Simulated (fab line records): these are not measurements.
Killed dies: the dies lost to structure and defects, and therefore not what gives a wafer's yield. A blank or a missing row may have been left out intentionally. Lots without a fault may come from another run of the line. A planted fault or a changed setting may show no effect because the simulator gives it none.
Code-filled problem report in 8D (eight disciplines) form | flow ritCmos | the parts of the form that need people (team, actions taken, sign-off) are left out

1. WHAT IS WRONG
SPACER_NITRIDE_THK at RIT_SPACER_THK_MEAS_04 reads a mean of 284.8 nm on 3 wafers of 1 lot; wafers without a fault read 253.0 nm with a standard deviation of 2.3. Measured from the usual mean, that is +14 standard deviations.
The first sign was on wafer L559.3 at day 5 18:25, on filmMetro-02. Wafers with a number at this step in the record: 33, from 11 lots. Rule for "out", or "out of limits": more than 4 standard deviations from the usual mean. All remaining wafers that have a number are taken as sound.

2. WHAT IT IS AND WHAT IT IS NOT
question                    | is                     | is not
which readings at this step | SPACER_NITRIDE_THK     | -
which lots                  | L559                   | L547, L548, L549, L550, L551, L552, L553, L554, L569, L570
which wafers of those lots  | all that have a number | -
read on which gauges        | filmMetro-02           | filmMetro-01, filmMetro-03
when                        | from day 5 18:25       | up to then (24 sound wafers); but 6 sound wafers of L569, L570 came after

3. WHAT RULES OUT EACH SUSPECT
Counting: any tool at a process step up to the reading is kept as a suspect provided that every lot that is out went through it and no sound lot did after the first of them.
- the gauge at RIT_SPACER_THK_MEAS_04 is ruled out. All the wafers that are out were read on filmMetro-02, but those of them that RIT_SPACER_CVD_03 has rows for are out there too, on other tools.
- plasmaAsher-02 at RIT_GATE_STRIP_20 (strips in O2, time 180 s): kept. It ran the lot that is out, L559 (day 5 09:19), and no sound lot after that; its last sound lot up to then is L553 (day 3 20:43).
- lpcvd-02 at RIT_SPACER_CVD_03 (deposits Si3N4 from SiH2Cl2/NH3, target thk 250 nm, time 3347 s): kept. It ran the lot that is out, L559 (day 5 16:28), and no sound lot after that; its last sound lot up to then is L551 (day 4 02:10). On those wafers its own readings are out: sih2cl2FlowSccm.
After counting, plasmaAsher-02 at RIT_GATE_STRIP_20 and lpcvd-02 at RIT_SPACER_CVD_03 remain.

4. THE CAUSE (what the simulator had put in)
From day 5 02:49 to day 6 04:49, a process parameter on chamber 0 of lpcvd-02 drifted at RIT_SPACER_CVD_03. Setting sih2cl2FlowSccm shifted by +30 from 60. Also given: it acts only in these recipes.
After counting, 2 suspects remain, this tool included.

5. SEQUENCE OF EFFECTS, ordered by route
Each row: a reading whose mean over the struck wafers that have a number lies more than 3 standard deviations from the usual. Scope: only readings with a usual standard deviation given in the record; hours: median across lots of the time from each lot's start at the first step in this table that gives one to its start at this step; sigmas: change in usual standard deviations.
hours | step                   | reading            | usual      | on struck wafers | change | sigmas
0     | RIT_SPACER_CVD_03      | sih2cl2FlowSccm    | 60.01 sccm | 90.24            | +30.23 | +99 or more
2     | RIT_SPACER_THK_MEAS_04 | SPACER_NITRIDE_THK | 253.0 nm   | 284.8            | +31.8  | +14
2     | RIT_SPACER_ETCHBACK_05 | oesProductAu       | 0.857 a.u. | 0.933            | +0.076 | +6.3
Process steps it contains:
- RIT_SPACER_CVD_03: deposits Si3N4 from SiH2Cl2/NH3, target thk 250 nm, time 3347 s.
- RIT_SPACER_ETCHBACK_05: etches Si3N4 in SF6/CHF3, stops on SiO2, target depth 250 nm, time 240 s.

6. HOW IT WOULD HAVE BEEN CAUGHT EARLIER
The first out-of-limits reading at a measuring or inspecting step in this record came at day 5 18:25, 16 hours after the fault's start at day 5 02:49.
Tool's own readings at RIT_SPACER_CVD_03, sih2cl2FlowSccm: out on all struck wafers the step has rows for; an alarm limit on them would have tripped on the first.
All the lots that are out (1) had begun RIT_SPACER_CVD_03 on lpcvd-02 by day 5 18:25. Holding the tool at that point would not have protected any of them.
